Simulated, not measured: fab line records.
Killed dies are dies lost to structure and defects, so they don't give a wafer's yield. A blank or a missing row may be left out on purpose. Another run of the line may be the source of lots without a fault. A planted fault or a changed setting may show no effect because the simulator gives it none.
The tool behind it: which one?    flow ritCmos    Sampling: 14 lots, 42 wafers, 6 of 202 route steps

## WHAT THE GAUGES SHOWED, per wafer
RIT_FOX1_THK_MEAS_01.
lot   measured     on            FOX1_OXIDE_THK (nm)
L993  day 2 00:52  filmMetro-03  351 350 352
L994  day 2 09:47  filmMetro-03  343 343 339
L995  day 2 11:24  filmMetro-01  351 356 354
L996  day 2 15:26  filmMetro-04  352 355 345
L997  day 2 19:19  filmMetro-04  345 339 340
L998  day 3 01:16  filmMetro-01  353 357 358
L100  day 3 12:06  filmMetro-03  344 347 342
L102  day 3 20:24  filmMetro-01  356 351 354
L103  day 4 00:29  filmMetro-03  345 348 347
L105  day 4 11:37  filmMetro-01  350 356 354
L108  day 5 05:45  filmMetro-01  356 356 353
L110  day 5 14:14  filmMetro-01  348 343 348
L111  day 5 18:49  filmMetro-03  346 347 348
L115  day 6 15:05  filmMetro-01  358 365 358

RIT_PRETRO_OVL_MEAS_06.
lot   measured     on          PRETRO_OVL (nm)
L993  day 2 18:28  overlay-01  -0.1 -0.6 1.1
L994  day 3 00:07  overlay-02  3.7 1.9 1.2
L995  day 3 03:01  overlay-01  -1.4 -0.9 -1.0
L996  day 3 08:05  overlay-01  -2.6 -2.6 -2.6
L997  day 3 10:55  overlay-02  -0.2 2.5 0.2
L998  day 3 17:40  overlay-01  0.7 -1.8 -1.3
L100  day 4 07:58  overlay-02  3.6 -0.2 2.7
L102  day 4 12:15  overlay-02  0.1 0.5 0.6
L103  day 4 16:48  overlay-01  1.6 -2.2 0.3
L105  day 5 01:41  overlay-02  0.1 -1.0 -1.4
L108  day 5 22:25  overlay-02  -2.1 -2.3 -2.1
L110  day 6 06:06  overlay-02  -2.3 -2.7 -0.8
L111  day 6 11:12  overlay-01  -1.9 -2.9 -2.5
L115  day 7 06:36  overlay-01  -0.1 -1.8 0.5

RIT_SPACER_THK_MEAS_04.
lot   measured     on            SPACER_NITRIDE_THK (nm)
L993  day 3 15:25  filmMetro-01  254.3 254.4 254.7
L994  day 3 15:43  filmMetro-04  251.7 251.3 247.8
L995  day 3 19:58  filmMetro-01  250.4 249.1 249.7
L996  day 4 04:05  filmMetro-03  246.9 248.1 248.7
L997  day 4 04:40  filmMetro-03  251.9 250.8 254.1
L998  day 4 08:30  filmMetro-01  251.5 250.6 250.5
L100  day 5 02:10  filmMetro-01  252.5 251.2 252.3
L102  day 5 08:23  filmMetro-01  246.7 246.5 247.3
L103  day 5 14:56  filmMetro-01  254.1 252.5 254.2
L105  day 5 21:36  filmMetro-04  246.8 250.4 247.1
L108  day 6 15:31  filmMetro-04  352.7 354.5 352.0
L110  day 7 00:56  filmMetro-01  249.2 250.9 249.6
L111  day 7 02:16  filmMetro-04  354.1 352.9 353.0
L115  day 7 23:01  filmMetro-01  251.2 252.6 249.8

RIT_NSD_TW_MEAS_10.
lot   measured     on            NSD_TW
L993  day 3 17:07  filmMetro-03  3138 3166 3151
L994  day 3 17:25  filmMetro-04  3096 3106 3097
L995  day 3 22:02  filmMetro-02  3143 3163 3165
L996  day 4 05:48  filmMetro-03  3152 3150 3159
L997  day 4 06:17  filmMetro-04  3088 3109 3120
L998  day 4 10:04  filmMetro-02  3116 3119 3121
L100  day 5 03:44  filmMetro-02  3136 3130 3124
L102  day 5 10:05  filmMetro-03  3153 3172 3152
L103  day 5 16:38  filmMetro-03  3139 3157 3162
L105  day 5 23:22  filmMetro-04  3108 3090 3082
L110  day 7 02:38  filmMetro-04  3077 3074 3078
L115  day 8 00:35  filmMetro-02  3115 3116 3112

## TOOL THAT RAN EACH LOT (tool first, then ch and the chambers of the sampled wafers, then the start)
lot   RIT_SPACER_CVD_03           RIT_SPACER_ETCHBACK_05
L993  lpcvd-02 ch 0, day 3 13:29  rieDiel-02 ch 1,2, day 3 15:28
L994  lpcvd-01 ch 0, day 3 13:47  rieDiel-03 ch 0,1,2, day 3 15:46
L995  lpcvd-01 ch 0, day 3 18:02  rieDiel-02 ch 1,2,3, day 3 20:01
L996  lpcvd-01 ch 0, day 4 02:10  rieDiel-04 ch 0,1,2, day 4 04:08
L997  lpcvd-02 ch 0, day 4 02:44  rieDiel-02 ch 0,2,3, day 4 04:43
L998  lpcvd-01 ch 0, day 4 06:34  rieDiel-03 ch 0,2, day 4 08:32
L100  lpcvd-02 ch 1, day 5 00:14  rieDiel-04 ch 1,2,3, day 5 02:13
L102  lpcvd-01 ch 0, day 5 06:28  rieDiel-04 ch 0,1, day 5 08:26
L103  lpcvd-02 ch 1, day 5 13:01  rieDiel-03 ch 1,2,3, day 5 15:00
L105  lpcvd-02 ch 0, day 5 19:40  rieDiel-03 ch 1,2, day 5 21:38
L108  lpcvd-02 ch 1, day 6 13:36  rieDiel-04 ch 1,2, day 6 15:35
L110  lpcvd-01 ch 0, day 6 23:01  rieDiel-03 ch 0,1,3, day 7 00:59
L111  lpcvd-02 ch 1, day 7 00:20  rieDiel-04 ch 1,2, day 7 02:18
L115  lpcvd-01 ch 0, day 7 21:06  rieDiel-04 ch 0,2,3, day 7 23:05
- RIT_SPACER_CVD_03: deposits Si3N4 from SiH2Cl2/NH3, target thk 250 nm, time 3300 s.
- RIT_SPACER_ETCHBACK_05: etches Si3N4 in SF6/CHF3, stops on SiO2, target depth 250 nm, time 240 s.

## AS READ BY THE TOOLS THEMSELVES (means over the sampled wafers that have a number; for cases with no such wafer, the mark the record gives instead)
RIT_SPACER_CVD_03.
lot   tool      spikeTcCentreC (C)  spikeTcLoadC (C)  spikeTcSourceC (C)
L993  lpcvd-02  811.6               833               829.6
L994  lpcvd-01  812.9               835               830.7
L995  lpcvd-01  812.8               836               829.5
L996  lpcvd-01  812.6               836               829.8
L997  lpcvd-02  812.3               834               829.8
L998  lpcvd-01  811.8               837               831.5
L100  lpcvd-02  811.0               843               832.3
L102  lpcvd-01  814.0               836               831.7
L103  lpcvd-02  810.0               842               832.3
L105  lpcvd-02  812.0               833               830.4
L108  lpcvd-02  829.9               863               852.9
L110  lpcvd-01  813.2               837               831.0
L111  lpcvd-02  830.6               862               852.2
L115  lpcvd-01  812.5               836               830.3

RIT_SPACER_ETCHBACK_05.
lot   tool        drypumpMotorCurrentA (A)  oesProductAu (a.u.)  throttleValvePct (%)
L993  rieDiel-02  5.7                       0.864                10.35
L994  rieDiel-03  5.3                       0.853                10.18
L995  rieDiel-02  5.9                       0.846                10.21
L996  rieDiel-04  6.0                       0.828                10.14
L997  rieDiel-02  5.9                       0.848                10.27
L998  rieDiel-03  5.2                       0.854                10.18
L100  rieDiel-04  6.2                       0.838                10.23
L102  rieDiel-04  6.3                       0.839                10.23
L103  rieDiel-03  5.3                       0.848                10.17
L105  rieDiel-03  5.5                       0.833                10.19
L108  rieDiel-04  6.3                       0.985                10.16
L110  rieDiel-03  5.3                       0.844                10.20
L111  rieDiel-04  6.3                       0.974                10.16
L115  rieDiel-04  5.7                       0.835                10.17

## THE ANSWER, worked out from the rows above alone
Rule: usual is defined by the lots themselves. Put in order of their means at a reading, lots are off if they are a third of the lots or fewer, leave a main group of 4 or more, and stand apart from it by a gap of 3 or more times the standard deviation of the main group's means; of several such gaps the widest counts. A main group whose means are all the same, to the digits that the tables above print for the reading, isn't used. A lot without any number at a reading at which 4 lots or more have one is off too. Any other lot the step has rows for is counted as sound. Order of review: gauges by route order, followed by the tools' own readings, for which a lot's mean as printed above is used. The first step at which some lot is off is used, and at that step the reading that is off furthest; a lot without a number counts as furthest.
Off: L108, L111, at RIT_SPACER_THK_MEAS_04 (SPACER_NITRIDE_THK). Mean 250.6 nm and standard deviation 2.2 in the main group.
A tool fits if, at a process step before that reading, it ran every lot that is off, and no sound lot after the first of them. The gauges at RIT_SPACER_THK_MEAS_04 aren't tried: what is off there is off at RIT_SPACER_CVD_03 too, on other tools, and a gauge's error can't cause that. One candidate fits, namely lpcvd-02 at RIT_SPACER_CVD_03. Its last sound lot is L105 (day 5 19:40), its first lot that is off L108 (day 6 13:36): a fault that began between those two fits.
The tool's own readings at RIT_SPACER_CVD_03 bear it out: on the lots that are off they differ by more than 5 times the standard deviation of the sound lots' means. spikeTcCentreC reads 830.2 C there against 812.2 C on the sound lots; spikeTcLoadC reads 862 C there against 836 C on the sound lots; spikeTcSourceC reads 852.5 C there against 830.7 C on the sound lots.

## WHAT WAS PUT IN BY THE SIMULATOR
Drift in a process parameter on lpcvd-02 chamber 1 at RIT_SPACER_CVD_03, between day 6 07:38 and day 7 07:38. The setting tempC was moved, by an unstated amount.
Struck lots among those shown: L108, L111. The same result came from the rule above.
